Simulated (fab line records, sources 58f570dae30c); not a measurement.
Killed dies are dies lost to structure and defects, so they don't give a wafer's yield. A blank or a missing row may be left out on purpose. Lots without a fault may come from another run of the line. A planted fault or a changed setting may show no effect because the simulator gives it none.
Split-lot experiment | flow berkeley_cmos170 | 5 lots, 23 wafers read, on a route of 331 steps

THE SPLIT
At UCB170_V1_ETCH_14 (etches SiO2 in CHF3/CF4/Ar, stops on Al, target depth 1250 nm, time 291 s), the setting time_s was moved away from the recipe's 291 s on 9 of the 23 wafers read, by -13.5% to +9.0%. The other wafers ran this setting at the recipe's value.

The reading is taken at the split's own step.

THE READING
KrF_of_V1_COAT_07.thk_nm (the simulator's own value, which no gauge read), in nm, at UCB170_V1_ETCH_14 (etches SiO2 in CHF3/CF4/Ar, stops on Al, target depth 1250 nm, time 291 s). The file gives no usual value for it. The 14 wafers here that ran the recipe average 609.2 nm, standard deviation 2.8 nm.

wafer  | tool, chamber at the split | time_s as run, s | against the recipe | KrF_of_V1_COAT_07.thk_nm, nm | against lot-mates on the recipe
L074.3 | rie_diel-04, 0             | 291              | recipe             | 605.2                        | -
L074.4 | rie_diel-04, 2             | 291              | recipe             | 609.6                        | -
L074.5 | rie_diel-04, 3             | 291              | recipe             | 607.4                        | -
L075.2 | rie_diel-02, 0             | 317.2            | +9.0%              | 580                          | -30.4
L075.3 | rie_diel-02, 3             | 317.2            | +9.0%              | 585.3                        | -25.1
L075.4 | rie_diel-02, 2             | 291              | recipe             | 609.5                        | -
L075.5 | rie_diel-02, 1             | 291              | recipe             | 611.3                        | -
L075.6 | rie_diel-02, 0             | 317.2            | +9.0%              | 579.6                        | -30.8
L076.1 | rie_diel-04, 2             | 251.6            | -13.5%             | 650.8                        | +41.9
L076.3 | rie_diel-04, 1             | 251.6            | -13.5%             | 649                          | +40.1
L076.4 | rie_diel-04, 0             | 291              | recipe             | 603.9                        | -
L076.5 | rie_diel-04, 3             | 251.6            | -13.5%             | 645.4                        | +36.5
L076.6 | rie_diel-04, 2             | 291              | recipe             | 613.9                        | -
L083.1 | rie_diel-04, 2             | 291              | recipe             | 610.6                        | -
L083.2 | rie_diel-04, 0             | 278.4            | -4.3%              | 613.2                        | +5.1
L083.3 | rie_diel-04, 3             | 291              | recipe             | 605.6                        | -
L083.5 | rie_diel-04, 3             | 278.4            | -4.3%              | 620.5                        | +12.4
L083.6 | rie_diel-04, 0             | 278.4            | -4.3%              | 616                          | +7.9
L081.1 | rie_diel-02, 3             | 291              | recipe             | 611.4                        | -
L081.2 | rie_diel-02, 1             | 291              | recipe             | 607.6                        | -
L081.4 | rie_diel-02, 2             | 291              | recipe             | 610.2                        | -
L081.5 | rie_diel-02, 2             | 291              | recipe             | 612.1                        | -
L081.6 | rie_diel-02, 1             | 291              | recipe             | 610.3                        | -

THE FIT
A straight line over all 23 wafers: KrF_of_V1_COAT_07.thk_nm changes by -2.89 nm for each +1% of time_s; r = -0.98; the points scatter about the line by 3.4 nm.
The same after taking each lot's own level away (the mean of its wafers on the recipe; 23 wafers): -2.96 nm for each +1%; r = -0.99; scatter 3.1 nm.
On that fit, the largest move of time_s shifts the reading by 40 nm.
The lots' own levels span 607.40 to 610.40 nm, that is 1.1 times the standard deviation above.
So the lot-to-lot level changes the slope little: the two slopes agree.
Check: with one of the wafers moved furthest among these (-13.5%) left out of the fit, the line predicts +38.4 nm for it against its lot-mates. It came out at +41.9 nm against them.

OTHER SPLITS ON THESE WAFERS
These wafers also went through other splits before the reading. Each is held against what the fit with the lots' levels taken away leaves over:
other split on the same wafers         | wafers away from the commonest value | r with KrF_of_V1_COAT_07.thk_nm (lot level and that fit taken away)
UCB170_M1_SPUTTER_00 time_s            | 9                                    | -0.01
UCB170_M1_METAL_ETCH_12 over_etch_frac | 5                                    | +0.03

THE WHOLE CHAIN: every reading that the file lists as answering this split, in the file's order
step               | what it does                                                              | reading                                                                   | change (the file's fit)              | r (the file's)
UCB170_V1_ETCH_14  | etches SiO2 in CHF3/CF4/Ar, stops on Al, target depth 1250 nm, time 291 s | KrF_of_V1_COAT_07.thk_nm (the simulator's own value, which no gauge read) | -2.93 nm for each +1% of the setting | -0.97
UCB170_V1_STRIP_15 | strips in O2                                                              | strip_time_to_endpoint_s                                                  | withheld for each +1% of the setting | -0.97

THE FILE'S OWN FIT
KrF_of_V1_COAT_07.thk_nm changes by -2.93 nm for each +1% of time_s, r = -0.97.
